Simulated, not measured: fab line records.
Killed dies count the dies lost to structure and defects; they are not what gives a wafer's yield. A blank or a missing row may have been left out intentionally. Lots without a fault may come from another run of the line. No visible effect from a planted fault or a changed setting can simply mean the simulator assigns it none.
Which tool was responsible? + flow rit_cmos + 13 lots with 39 wafers sampled at 2 steps, on a route of 202 steps

## WHAT THE GAUGES SHOWED, per wafer
RIT_SILICIDE_RS_MEAS_02: the measuring method here is four-point-probe.
| lot  | measured    | on            | SILICIDE_TI_RS (ohm/sq) |
|------|-------------|---------------|-------------------------|
| L530 | day 3 13:19 | film_metro-02 | 50.1 48.9 48.9          |
| L532 | day 4 01:12 | film_metro-01 | 51.0 50.9 50.4          |
| L533 | day 4 05:22 | film_metro-04 | 49.2 49.4 50.1          |
| L534 | day 4 10:33 | film_metro-02 | 49.7 49.4 49.8          |
| L535 | day 4 13:59 | film_metro-04 | 49.6 50.3 50.4          |
| L536 | day 4 19:07 | film_metro-01 | 49.1 50.3 50.2          |
| L537 | day 5 03:17 | film_metro-01 | 49.2 49.3 49.3          |
| L539 | day 5 11:01 | film_metro-04 | 49.6 50.5 49.9          |
| L540 | day 5 16:29 | film_metro-01 | 49.8 50.5 50.1          |
| L541 | day 5 18:28 | film_metro-02 | 50.6 50.9 50.2          |
| L542 | day 5 21:49 | film_metro-01 | 48.9 49.0 48.4          |
| L548 | day 7 06:38 | film_metro-01 | 49.5 49.1 49.6          |
| L550 | day 7 16:15 | film_metro-04 | 49.0 41.7 48.8          |

## EACH LOT AND THE TOOL THAT RAN IT (in order: tool; ch and the chambers of the sampled wafers; start)
| lot  | RIT_SILICIDE_SPUTTER_01     |
|------|-----------------------------|
| L530 | pvd_sputter-04, day 3 13:08 |
| L532 | pvd_sputter-04, day 4 01:03 |
| L533 | pvd_sputter-03, day 4 05:12 |
| L534 | pvd_sputter-04, day 4 10:24 |
| L535 | pvd_sputter-03, day 4 13:49 |
| L536 | pvd_sputter-04, day 4 18:56 |
| L537 | pvd_sputter-03, day 5 03:08 |
| L539 | pvd_sputter-02, day 5 10:49 |
| L540 | pvd_sputter-02, day 5 16:19 |
| L541 | pvd_sputter-04, day 5 18:19 |
| L542 | pvd_sputter-03, day 5 21:39 |
| L548 | pvd_sputter-03, day 7 06:29 |
| L550 | pvd_sputter-03, day 7 16:06 |
- RIT_SILICIDE_SPUTTER_01: material Ti, target thk 30 nm, time 240 s.

## AS READ BY THE TOOLS THEMSELVES (means over the sampled wafers that have a number; for cases with no such wafer, the mark the record gives instead)
RIT_SILICIDE_SPUTTER_01.
| lot  | tool           | chamber_pressure_pa (Pa) | substrate_temp_c (C) | throttle_valve_pct (%) |
|------|----------------|--------------------------|----------------------|------------------------|
| L530 | pvd_sputter-04 | 0.6665                   | 25.04                | 30.8                   |
| L532 | pvd_sputter-04 | 0.6665                   | 25.07                | 29.9                   |
| L533 | pvd_sputter-03 | 0.6659                   | 25.03                | 29.8                   |
| L534 | pvd_sputter-04 | 0.6678                   | 25.09                | 31.6                   |
| L535 | pvd_sputter-03 | 0.6666                   | 25.07                | 29.4                   |
| L536 | pvd_sputter-04 | 0.6661                   | 24.92                | 32.5                   |
| L537 | pvd_sputter-03 | 0.6670                   | 24.96                | 29.5                   |
| L539 | pvd_sputter-02 | 0.6657                   | 25.12                | 29.6                   |
| L540 | pvd_sputter-02 | 0.6650                   | 25.19                | 30.0                   |
| L541 | pvd_sputter-04 | 0.6675                   | 24.96                | 30.5                   |
| L542 | pvd_sputter-03 | 0.6665                   | 25.16                | 29.5                   |
| L548 | pvd_sputter-03 | 0.6661                   | 25.04                | 29.6                   |
| L550 | pvd_sputter-03 | 0.6505                   | 25.15                | 30.0                   |

## THE ANSWER, worked out from the rows above alone
Rule: what is usual is taken from the lots themselves. The widest of any qualifying gaps counts: lots, ordered by their means at a reading, are off when they make up no more than a third of the lots, leave a main group of 4 or more, and stand apart from it by 3 or more times the standard deviation of that group's means. The tables above print the reading to a certain number of digits; a main group whose means all agree to those digits is not used. A lot without any number at a reading at which 4 lots or more have one is off too. Where the step has rows for the other lots, those lots are counted as sound. First the gauges in route order, then the tools' own readings, where a lot's mean is used as printed above. At the first step where some lot is off, the reading lying furthest off is the one used; lots without a number count as furthest.
Off: at RIT_SILICIDE_RS_MEAS_02 (SILICIDE_TI_RS), L550. The main group: mean 49.8 ohm/sq, standard deviation 0.55.
If a tool, at a process step before that reading, ran all the lots that are off and no sound lot after the first of them, it fits. The gauges at RIT_SILICIDE_RS_MEAS_02 aren't tried: what is off there is off at RIT_SILICIDE_SPUTTER_01 too, on other tools, and a gauge's error can't cause that. One candidate fits, namely pvd_sputter-03 at RIT_SILICIDE_SPUTTER_01. A fault onset in the window from L548 (day 7 06:29, its last sound lot) to L550 (day 7 16:06, its first lot off) fits.
On the lots that are off, the tool's own readings at RIT_SILICIDE_SPUTTER_01 differ by more than 5 times the standard deviation of the sound lots' means, which bears it out; chamber_pressure_pa reads 0.6505 Pa there versus 0.6664 Pa on the sound lots.

## WHAT HAD BEEN PUT IN BY THE SIMULATOR
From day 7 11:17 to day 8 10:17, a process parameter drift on pvd_sputter-03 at RIT_SILICIDE_SPUTTER_01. Setting chamber_pressure_pa, moved by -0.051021, from 0.667. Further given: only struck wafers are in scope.
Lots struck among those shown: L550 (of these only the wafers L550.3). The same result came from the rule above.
